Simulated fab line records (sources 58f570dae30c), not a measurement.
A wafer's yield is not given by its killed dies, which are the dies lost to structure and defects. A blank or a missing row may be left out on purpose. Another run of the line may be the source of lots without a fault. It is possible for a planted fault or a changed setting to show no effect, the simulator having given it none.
fab line records / flow berkeleyCmos170
record lots=7 wafers=21 lastDay=11
route steps=331 shown FIELD@95 SACOX@97 SCREENOX@100 NVT@104
lots that met no fault: from a run of the same line without faults
startH: the number of hours between the record's first day and the start of the first shown wafer of the lot / waitH: hours from the lot's prior step to this one / " identical to the entry in the row above / L1.1+2: a single row standing in for several wafers / - no value, or no start was given / * or withheld: withheld / < > ~ a bound
route shown NAME@n: a module of which the file shows steps, and the number in the route of the first / usual: mean/standard deviation of fault-free wafers / same: alike in all rows / chamber/n: place in a boat / sites: the reading at each site / _std_site: how widely they spread, as a standard deviation / _edge_site: the outer-site mean with the inner-site mean subtracted / radiusMm: how far each site lies from the wafer's centre / mask NAME#n: copy n / behind: the tool/chamber that last shaped the wafer / hold: cause of the lot's hold/its duration in hours/its outcome / device: whichever transistor did not switch (one of n, p or np) / end of line: tests run on the same wafers once the route is complete / for a step that has no rows: nothing shown but its recipe / killed: the dies lost at the first sort to structure and to defects; this is not the yield of the wafer / map: shows each die of a wafer: x if killed, . if not, _ if none is there
set.NAME: the setting that was run; set.NAME@STEP: the one run at that earlier step / model.NAME: the simulator's own value behind a step, which no gauge read
lots at some steps of the route; a table a step, a row a wafer
services: when a tool's chamber went out of use (startH, in hours from the record's first day, below 0 if earlier), for how many hours, and the reason
## steps
# step UCB170_FIELD_WET_ETCH_06
# recipe chemistry=BOE dilution=5:1 target=SiO2 tempC=25 timeS=22
# step UCB170_FIELD_THK_MEAS_90
# recipe reads=SiO2_of_FIELD_OXIDATION_01
# usual FIELD_OXIDE_LEFT_1_THK=444/10
lot.wafer=L447.1 tool=filmMetro-02 chamber=- startH=135.17 waitH=0.0 FIELD_OXIDE_LEFT_1_THK[nm]=448
lot.wafer=L447.4 tool=filmMetro-02 chamber=- startH=135.17 waitH=0.0 FIELD_OXIDE_LEFT_1_THK[nm]=443
lot.wafer=L447.6 tool=filmMetro-02 chamber=- startH=135.17 waitH=0.0 FIELD_OXIDE_LEFT_1_THK[nm]=432
lot.wafer=L448.2 tool=filmMetro-04 chamber=- startH=135.18 waitH=0.0 FIELD_OXIDE_LEFT_1_THK[nm]=451
lot.wafer=L448.3 tool=filmMetro-04 chamber=- startH=135.18 waitH=0.0 FIELD_OXIDE_LEFT_1_THK[nm]=450
lot.wafer=L448.4 tool=filmMetro-04 chamber=- startH=135.18 waitH=0.0 FIELD_OXIDE_LEFT_1_THK[nm]=450
lot.wafer=L450.1 tool=filmMetro-04 chamber=- startH=142.51 waitH=0.0 FIELD_OXIDE_LEFT_1_THK[nm]=452
lot.wafer=L450.2 tool=filmMetro-04 chamber=- startH=142.51 waitH=0.0 FIELD_OXIDE_LEFT_1_THK[nm]=442
lot.wafer=L450.3 tool=filmMetro-04 chamber=- startH=142.51 waitH=0.0 FIELD_OXIDE_LEFT_1_THK[nm]=445
lot.wafer=L449.2 tool=filmMetro-01 chamber=- startH=142.52 waitH=0.0 FIELD_OXIDE_LEFT_1_THK[nm]=463
lot.wafer=L449.4 tool=filmMetro-01 chamber=- startH=142.52 waitH=0.0 FIELD_OXIDE_LEFT_1_THK[nm]=464
lot.wafer=L449.6 tool=filmMetro-01 chamber=- startH=142.52 waitH=0.0 FIELD_OXIDE_LEFT_1_THK[nm]=459
lot.wafer=L457.4 tool=filmMetro-04 chamber=- startH=191.27 waitH=0.0 FIELD_OXIDE_LEFT_1_THK[nm]=438
lot.wafer=L457.5 tool=filmMetro-04 chamber=- startH=191.27 waitH=0.0 FIELD_OXIDE_LEFT_1_THK[nm]=441
lot.wafer=L457.6 tool=filmMetro-04 chamber=- startH=191.27 waitH=0.0 FIELD_OXIDE_LEFT_1_THK[nm]=443
lot.wafer=L462.1 tool=filmMetro-04 chamber=- startH=193.53 waitH=0.0 FIELD_OXIDE_LEFT_1_THK[nm]=430
lot.wafer=L462.3 tool=filmMetro-04 chamber=- startH=193.53 waitH=0.0 FIELD_OXIDE_LEFT_1_THK[nm]=435
lot.wafer=L462.6 tool=filmMetro-04 chamber=- startH=193.53 waitH=0.0 FIELD_OXIDE_LEFT_1_THK[nm]=434
lot.wafer=L463.1 tool=filmMetro-02 chamber=- startH=193.59 waitH=0.1 FIELD_OXIDE_LEFT_1_THK[nm]=446
lot.wafer=L463.3 tool=filmMetro-02 chamber=- startH=193.59 waitH=0.1 FIELD_OXIDE_LEFT_1_THK[nm]=443
lot.wafer=L463.6 tool=filmMetro-02 chamber=- startH=193.59 waitH=0.1 FIELD_OXIDE_LEFT_1_THK[nm]=451
# step UCB170_SACOX_CLEAN_00
# recipe chemistry=dHF dilution=25:1 timeS=7.5
# step UCB170_SACOX_OXIDATION_01
# recipe tempC=900 ambient=O2 targetThkA=144 oxTimeS=2400
# step UCB170_SACOX_THK_MEAS_02
# recipe reads=SiO2_of_SACOX_OXIDATION_01
# usual SACOX_OXIDE_THK=14.44/0.22
lot.wafer=L447.1 tool=filmMetro-03 chamber=- startH=141.51 waitH=0.0 SACOX_OXIDE_THK[nm]=14.85
lot.wafer=L447.4 tool=filmMetro-03 chamber=- startH=141.51 waitH=0.0 SACOX_OXIDE_THK[nm]=14.69
lot.wafer=L447.6 tool=filmMetro-03 chamber=- startH=141.51 waitH=0.0 SACOX_OXIDE_THK[nm]=14.74
lot.wafer=L448.2 tool=filmMetro-02 chamber=- startH=141.52 waitH=0.0 SACOX_OXIDE_THK[nm]=14.72
lot.wafer=L448.3 tool=filmMetro-02 chamber=- startH=141.52 waitH=0.0 SACOX_OXIDE_THK[nm]=14.69
lot.wafer=L448.4 tool=filmMetro-02 chamber=- startH=141.52 waitH=0.0 SACOX_OXIDE_THK[nm]=14.48
lot.wafer=L450.1 tool=filmMetro-03 chamber=- startH=148.04 waitH=0.0 SACOX_OXIDE_THK[nm]=14.21
lot.wafer=L450.2 tool=filmMetro-03 chamber=- startH=148.04 waitH=0.0 SACOX_OXIDE_THK[nm]=14.39
lot.wafer=L450.3 tool=filmMetro-03 chamber=- startH=148.04 waitH=0.0 SACOX_OXIDE_THK[nm]=14.17
lot.wafer=L449.2 tool=filmMetro-04 chamber=- startH=148.05 waitH=0.0 SACOX_OXIDE_THK[nm]=14.60
lot.wafer=L449.4 tool=filmMetro-04 chamber=- startH=148.05 waitH=0.0 SACOX_OXIDE_THK[nm]=14.45
lot.wafer=L449.6 tool=filmMetro-04 chamber=- startH=148.05 waitH=0.0 SACOX_OXIDE_THK[nm]=14.41
lot.wafer=L457.4 tool=filmMetro-02 chamber=- startH=194.43 waitH=0.0 SACOX_OXIDE_THK[nm]=14.98
lot.wafer=L457.5 tool=filmMetro-02 chamber=- startH=194.43 waitH=0.0 SACOX_OXIDE_THK[nm]=14.86
lot.wafer=L457.6 tool=filmMetro-02 chamber=- startH=194.43 waitH=0.0 SACOX_OXIDE_THK[nm]=14.70
lot.wafer=L462.1 tool=filmMetro-03 chamber=- startH=196.89 waitH=0.0 SACOX_OXIDE_THK[nm]=14.47
lot.wafer=L462.3 tool=filmMetro-03 chamber=- startH=196.89 waitH=0.0 SACOX_OXIDE_THK[nm]=14.61
lot.wafer=L462.6 tool=filmMetro-03 chamber=- startH=196.89 waitH=0.0 SACOX_OXIDE_THK[nm]=14.34
lot.wafer=L463.1 tool=filmMetro-04 chamber=- startH=196.89 waitH=0.0 SACOX_OXIDE_THK[nm]=14.74
lot.wafer=L463.3 tool=filmMetro-04 chamber=- startH=196.89 waitH=0.0 SACOX_OXIDE_THK[nm]=14.81
lot.wafer=L463.6 tool=filmMetro-04 chamber=- startH=196.89 waitH=0.0 SACOX_OXIDE_THK[nm]=14.45
# step UCB170_SCREENOX_WET_ETCH_00
# recipe chemistry=dHF dilution=25:1 target=SiO2 tempC=25 timeS=200
# step UCB170_SCREENOX_OXIDATION_01
# recipe tempC=900 ambient=O2 targetThkA=144 oxTimeS=2400
# step UCB170_SCREENOX_THK_MEAS_02
# recipe reads=SiO2_of_SCREENOX_OXIDATION_01
# usual SCREENOX_OXIDE_THK=14.40/0.2
lot.wafer=L447.1 tool=filmMetro-01 chamber=- startH=146.37 waitH=0.0 SCREENOX_OXIDE_THK[nm]=14.33
lot.wafer=L447.4 tool=filmMetro-01 chamber=- startH=146.37 waitH=0.0 SCREENOX_OXIDE_THK[nm]=14.29
lot.wafer=L447.6 tool=filmMetro-01 chamber=- startH=146.37 waitH=0.0 SCREENOX_OXIDE_THK[nm]=14.10
lot.wafer=L448.2 tool=filmMetro-03 chamber=- startH=146.38 waitH=0.0 SCREENOX_OXIDE_THK[nm]=14.57
lot.wafer=L448.3 tool=filmMetro-03 chamber=- startH=146.38 waitH=0.0 SCREENOX_OXIDE_THK[nm]=14.52
lot.wafer=L448.4 tool=filmMetro-03 chamber=- startH=146.38 waitH=0.0 SCREENOX_OXIDE_THK[nm]=14.29
lot.wafer=L450.1 tool=filmMetro-03 chamber=- startH=154.65 waitH=0.0 SCREENOX_OXIDE_THK[nm]=14.44
lot.wafer=L450.2 tool=filmMetro-03 chamber=- startH=154.65 waitH=0.0 SCREENOX_OXIDE_THK[nm]=14.24
lot.wafer=L450.3 tool=filmMetro-03 chamber=- startH=154.65 waitH=0.0 SCREENOX_OXIDE_THK[nm]=14.34
lot.wafer=L449.2 tool=filmMetro-01 chamber=- startH=154.66 waitH=0.0 SCREENOX_OXIDE_THK[nm]=14.32
lot.wafer=L449.4 tool=filmMetro-01 chamber=- startH=154.66 waitH=0.0 SCREENOX_OXIDE_THK[nm]=14.44
lot.wafer=L449.6 tool=filmMetro-01 chamber=- startH=154.66 waitH=0.0 SCREENOX_OXIDE_THK[nm]=14.28
lot.wafer=L457.4 tool=filmMetro-02 chamber=- startH=197.74 waitH=0.1 SCREENOX_OXIDE_THK[nm]=14.09
lot.wafer=L457.5 tool=filmMetro-02 chamber=- startH=197.74 waitH=0.1 SCREENOX_OXIDE_THK[nm]=14.18
lot.wafer=L457.6 tool=filmMetro-02 chamber=- startH=197.74 waitH=0.1 SCREENOX_OXIDE_THK[nm]=14.30
lot.wafer=L462.1 tool=filmMetro-03 chamber=- startH=201.30 waitH=0.0 SCREENOX_OXIDE_THK[nm]=14.38
lot.wafer=L462.3 tool=filmMetro-03 chamber=- startH=201.30 waitH=0.0 SCREENOX_OXIDE_THK[nm]=14.50
lot.wafer=L462.6 tool=filmMetro-03 chamber=- startH=201.30 waitH=0.0 SCREENOX_OXIDE_THK[nm]=14.49
lot.wafer=L463.1 tool=filmMetro-02 chamber=- startH=201.30 waitH=0.0 SCREENOX_OXIDE_THK[nm]=14.16
lot.wafer=L463.3 tool=filmMetro-02 chamber=- startH=201.30 waitH=0.0 SCREENOX_OXIDE_THK[nm]=14.33
lot.wafer=L463.6 tool=filmMetro-02 chamber=- startH=201.30 waitH=0.0 SCREENOX_OXIDE_THK[nm]=14.26
# step UCB170_SCREENOX_ANNEAL_03
# recipe tempC=900 timeS=900 ambient=N2
# step UCB170_NVT_HMDS_00
# recipe primeTimeS=60 primeTempC=100
# step UCB170_NVT_COAT_01
# recipe resist=KrF spinRpm=1500 resistThkNm=900
# step UCB170_NVT_SOFTBAKE_02
# recipe resist=KrF tempC=130 timeS=60
# step UCB170_NVT_EXPOSE_03
# recipe maskId=PWELL targetCdNm=3000 na=0.5 sigmaOuter=0.6 sourceShape=conventional doseMj=30
# usual exposureDoseMJCm2=29.998/0.027 focusOffsetNm=0.0/0.56
lot.wafer=L447.1 tool=krfScanner-01 chamber=0 startH=151.72 waitH=0.3 mask=PWELL#0 exposureDoseMJCm2=29.972 focusOffsetNm=1.1
lot.wafer=L447.4 tool=krfScanner-01 chamber=0 startH=151.72 waitH=0.3 mask=PWELL#0 exposureDoseMJCm2=30.003 focusOffsetNm=1.1
lot.wafer=L447.6 tool=krfScanner-01 chamber=0 startH=151.72 waitH=0.3 mask=PWELL#0 exposureDoseMJCm2=30.000 focusOffsetNm=0.4
lot.wafer=L448.2 tool=krfScanner-01 chamber=- startH=151.88 waitH=0.1 mask=PWELL#0 exposureDoseMJCm2=- focusOffsetNm=-
lot.wafer=L448.3 tool=krfScanner-01 chamber=- startH=151.88 waitH=0.1 mask=PWELL#0 exposureDoseMJCm2=- focusOffsetNm=-
lot.wafer=L448.4 tool=krfScanner-01 chamber=- startH=151.88 waitH=0.1 mask=PWELL#0 exposureDoseMJCm2=- focusOffsetNm=-
lot.wafer=L450.1 tool=krfScanner-02 chamber=- startH=162.02 waitH=0.1 mask=PWELL#0 exposureDoseMJCm2=- focusOffsetNm=-
lot.wafer=L450.2 tool=krfScanner-02 chamber=- startH=162.02 waitH=0.1 mask=PWELL#0 exposureDoseMJCm2=- focusOffsetNm=-
lot.wafer=L450.3 tool=krfScanner-02 chamber=- startH=162.02 waitH=0.1 mask=PWELL#0 exposureDoseMJCm2=- focusOffsetNm=-
lot.wafer=L449.2 tool=krfScanner-01 chamber=- startH=162.54 waitH=0.2 mask=PWELL#0 exposureDoseMJCm2=- focusOffsetNm=-
lot.wafer=L449.4 tool=krfScanner-01 chamber=- startH=162.54 waitH=0.2 mask=PWELL#0 exposureDoseMJCm2=- focusOffsetNm=-
lot.wafer=L449.6 tool=krfScanner-01 chamber=- startH=162.54 waitH=0.2 mask=PWELL#0 exposureDoseMJCm2=- focusOffsetNm=-
lot.wafer=L457.4 tool=krfScanner-02 chamber=0 startH=203.64 waitH=0.3 mask=PWELL#0 exposureDoseMJCm2=29.997 focusOffsetNm=0.4
lot.wafer=L457.5 tool=krfScanner-02 chamber=0 startH=203.64 waitH=0.3 mask=PWELL#0 exposureDoseMJCm2=29.985 focusOffsetNm=0.1
lot.wafer=L457.6 tool=krfScanner-02 chamber=0 startH=203.64 waitH=0.3 mask=PWELL#0 exposureDoseMJCm2=30.021 focusOffsetNm=0.0
lot.wafer=L462.1 tool=krfScanner-01 chamber=0 startH=207.95 waitH=- mask=PWELL#0 exposureDoseMJCm2=29.963 focusOffsetNm=-0.1
lot.wafer=L462.3 tool=krfScanner-01 chamber=0 startH=207.95 waitH=- mask=PWELL#0 exposureDoseMJCm2=30.001 focusOffsetNm=0.5
lot.wafer=L462.6 tool=krfScanner-01 chamber=0 startH=207.95 waitH=- mask=PWELL#0 exposureDoseMJCm2=30.016 focusOffsetNm=0.6
lot.wafer=L463.1 tool=krfScanner-01 chamber=0 startH=208.18 waitH=- mask=PWELL#0 exposureDoseMJCm2=29.983 focusOffsetNm=0.2
lot.wafer=L463.3 tool=krfScanner-01 chamber=0 startH=208.18 waitH=- mask=PWELL#0 exposureDoseMJCm2=30.034 focusOffsetNm=-0.6
lot.wafer=L463.6 tool=krfScanner-01 chamber=0 startH=208.18 waitH=- mask=PWELL#0 exposureDoseMJCm2=30.015 focusOffsetNm=-0.6
# step UCB170_NVT_PEB_04
# recipe pebTempC=130 pebTimeS=withheld resist=KrF
## services
tool=krfScanner-02 chamber=- startH=149.62 hours=4.4 kind=pm
tool=krfScanner-02 chamber=- startH=168.60 hours=3.6 kind=pm
tool=krfScanner-02 chamber=- startH=173.15 hours=1.3 kind=pm
## key
firstSign step=UCB170_NVT_EXPOSE_03 reading=toolRecord direction=missing
effect none on later readings
metAt UCB170_NVT_EXPOSE_03
struckWafers L448.2,L448.3,L448.4,L449.2,L449.4,L449.6,L450.1,L450.2,L450.3
sortLeftOut L448.2,L448.3,L448.4,L449.2,L449.4,L449.6,L450.1,L450.2,L450.3
testerLeftOut L448,L449,L450
onsetBetween 151.72 151.88
fault kind=skippedStepWhole tool=krfScanner-01,krfScanner-02 chamber=- onsetH=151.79 steps=UCB170_NVT_EXPOSE_03 scope=struckLotsOnly
# testerLeftOut: of these lots the tester's yield and bins aren't shown, on N5 and GAA mostly nor the transistor test; their killed dies are dies lost to structure and defects alone, not to doping, threshold or leakage, so they don't give the yield
# sortLeftOut: the simulated sort isn't trusted on such a fault, so these wafers' sort isn't shown, and their yield isn't known
